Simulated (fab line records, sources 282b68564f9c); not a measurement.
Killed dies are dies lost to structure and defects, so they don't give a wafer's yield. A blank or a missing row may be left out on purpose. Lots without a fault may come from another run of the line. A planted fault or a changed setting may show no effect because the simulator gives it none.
fab line records | flow rit_cmos
record lots=13 wafers=39 last_day=7
route steps=202 shown GATE@95 M1@202
lots that met no fault: from a run of the same line without faults
start_h: hours from the record's first day to the start of the lot's first wafer shown | wait_h: hours since the lot's step before | " the same as in the row above | L1.1+2: a row that stands for several wafers | - no value, or no start given | * or withheld: withheld | < > ~ a bound
route shown NAME@n: a module of which the file shows steps, and the number in the route of the first | usual: mean/standard deviation of fault-free wafers | same: alike in all rows | chamber/n: place in a boat | sites: the reading at each site | _std_site: their standard deviation | _edge_site: outer sites' mean less inner sites' | radius_mm: how far each site lies from the wafer's centre | mask NAME#n: copy n | behind: the tool/chamber that last shaped the wafer | hold: why the lot was held/for how many hours/how that ended | device: the transistor (n, p or np) that didn't switch | end of line: the same wafers' tests at the end of the route | a step without rows: its recipe alone | killed: dies lost to structure and defects at the first sort, not the wafer's yield | map: a wafer's dies, x killed, . not, _ none there
set.NAME: the setting as run; set.NAME@STEP: as run at that earlier step | model.NAME: the simulator's own value behind a step, which no gauge read
steps of the route over a sample of lots; a table a step, a row a wafer
services: from which hour (start_h, from the record's first day; less than 0 if before it) a tool's chamber was out of use, for how many hours, and why
## steps
# step RIT_GATE_ETCH_19
# recipe chemistry=SF6/CHF3/O2 time_s=165 SF6_flow_sccm=30 CHF3_flow_sccm=30 O2_flow_sccm=5 target=poly-Si pressure_mtorr=40 rf_w=160 target_depth_a=3125 over_etch_frac=0.25 stop_on=SiO2
# usual CHF3_flow_sccm=29.98/0.092 drypump_motor_current_A=5.7/0.31 oes_product_au=0.844/0.014 throttle_valve_pct=10.28/0.12
# columns lot.wafer tool chamber start_h wait_h CHF3_flow_sccm drypump_motor_current_A oes_product_au rf_hours_counter_h throttle_valve_pct
L243.2 rie_si-02 0 38.57 0.1 30.04 6.2 0.858 72 10.16
L243.5 " 2 " " 29.88 5.4 0.826 - 10.19
L243.6 " 1 " " 29.90 5.6 0.851 - 10.38
L244.3 rie_si-01 3 46.75 0.1 29.88 6.3 0.836 54 10.12
L244.4 " 1 " " 29.87 5.7 0.854 - 10.35
L244.6 " 0 " " 30.11 5.5 0.827 - 10.39
L245.1 rie_si-02 2 50.68 0.1 30.10 5.3 0.818 43 10.19
L245.3 " 3 " " 29.92 5.8 0.851 61 10.49
L245.6 " 3 " " 29.98 5.7 0.848 - 10.48
L247.3 rie_si-02 3 61.41 0.1 29.85 5.8 0.847 61 10.50
L247.4 " 2 " " 29.95 5.3 0.841 43 10.18
L247.5 " 2 " " 29.85 5.3 0.833 - 10.19
L249.2 rie_si-02 1 71.47 0.1 29.96 5.5 0.857 46 10.35
L249.4 " 0 " " 29.82 6.2 0.853 72 10.16
L249.5 " 2 " " 30.13 5.4 0.826 - 10.18
L250.3 rie_si-01 2 74.28 0.1 29.98 5.4 0.853 0 10.15
L250.5 " 1 " " 30.02 5.7 0.835 - 10.32
L250.6 " 2 " " 29.91 5.4 0.846 - 10.16
L252.1 rie_si-01 0 84.59 0.1 29.86 5.5 0.821 93 10.39
L252.5 " 2 " " 29.95 5.4 0.840 - 10.13
L252.6 " 3 " " 30.12 6.2 0.843 - 10.14
L253.3 rie_si-02 2 92.22 0.1 30.01 5.3 0.820 44 10.19
L253.5 " 1 " " 29.91 5.6 0.857 - 10.36
L253.6 " 2 " " 29.96 5.3 0.824 - 10.19
L254.3 rie_si-01 3 97.67 0.1 30.17 6.3 0.844 55 10.14
L254.4 " 2 " " 29.93 5.4 0.838 0 10.16
L254.5 " 3 " " 30.08 6.3 0.833 - 10.14
L255.2 rie_si-02 2 101.47 0.1 29.91 5.3 0.825 44 10.18
L255.5 " 1 " " 29.95 5.6 0.850 - 10.35
L255.6 " 0 " " 29.89 6.2 0.855 - 10.16
L259.2 rie_si-02 0 119.82 0.1 30.09 6.2 0.853 73 10.16
L259.4 " 1 " " 30.04 5.6 0.852 47 10.35
L259.6 " 0 " " 30.01 6.2 0.845 - 10.15
L260.3 rie_si-01 3 126.48 0.1 29.85 6.3 0.852 55 10.14
L260.4 " 0 " " 30.08 5.5 0.821 94 10.36
L260.5 " 2 " " 29.97 5.4 0.855 - 10.15
L264.1 rie_si-01 1 145.12 0.1 30.07 5.7 0.860 79 10.33
L264.3 " 2 " " 30.03 5.4 0.864 1 10.14
L264.4 " 0 " " 30.11 5.5 0.829 - 10.38
# step RIT_M1_PROBE_99
# usual killed_at_M0_to_M3=0.0/0.16 killed_at_contacts=0.0/0.2 killed_at_front_end=7.2/2.5 killed_dies=7.3/2.5 killed_open=3.8/1.9 killed_short=3.5/1.8
# same gross_dies=264 killed_at_M4_up=0 killed_at_back_side=0 killed_at_other=0
# columns lot.wafer tool chamber start_h wait_h killed_at_M0_to_M3 killed_at_contacts killed_at_front_end killed_dies killed_open killed_short
L259.2 prober-02 - 140.09 0.1 1 0 13 14 2 5
L259.4 prober-02 - 140.19 0.2 0 0 8 8 5 3
L259.6 prober-02 - 140.29 0.2 0 0 18 18 6 4
# killed by level:class
L259.2 GATE:unspecified=7 GATE:geometric_particle:short=2 REOX:geometric_particle:short=2 SPACER:geometric_particle:open=2 M1:geometric_particle:short=1
L259.4 GATE:geometric_particle:short=3 GATE:geometric_particle:open=3 FOX1:geometric_particle:open=1 SPACER:geometric_particle:open=1
L259.6 GATE:unspecified=8 GATE:geometric_particle:short=3 REOX:geometric_particle:open=3 SPACER:geometric_particle:open=2 SPACER:geometric_particle:short=1 STARTING-WAFER:geometric_particle:open=1
## services
# columns tool chamber start_h hours kind
rie_si-02 3 35.22 6.9 repair
rie_si-01 2 35.90 - clean
rie_si-01 2 35.90 23.9 scheduled_down
rie_si-01 2 35.90 23.9 vent_cycle
## key
first_sign step=RIT_M1_PROBE_99 reading=killed_dies direction=up sigmas=3.5 usual=7.3 struck=16
effect step=RIT_M1_PROBE_99 reading=killed_at_front_end direction=up sigmas=3.3 usual=7.2 struck=15.5
met_at RIT_GATE_ETCH_19
struck_lots L259
struck_wafers L259.2,L259.6
tester_left_out L259
onset_between 101.47 119.82
fault kind=chamber_particle_source tool=rie_si-02 chamber=0 onset_h=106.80 steps=RIT_GATE_ETCH_19 rate_per_visit_cm2=0.040712 end_h=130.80
# tester_left_out: of these lots the tester's yield and bins aren't shown, on N5 and GAA mostly nor the transistor test; their killed dies are dies lost to structure and defects alone, not to doping, threshold or leakage, so they don't give the yield
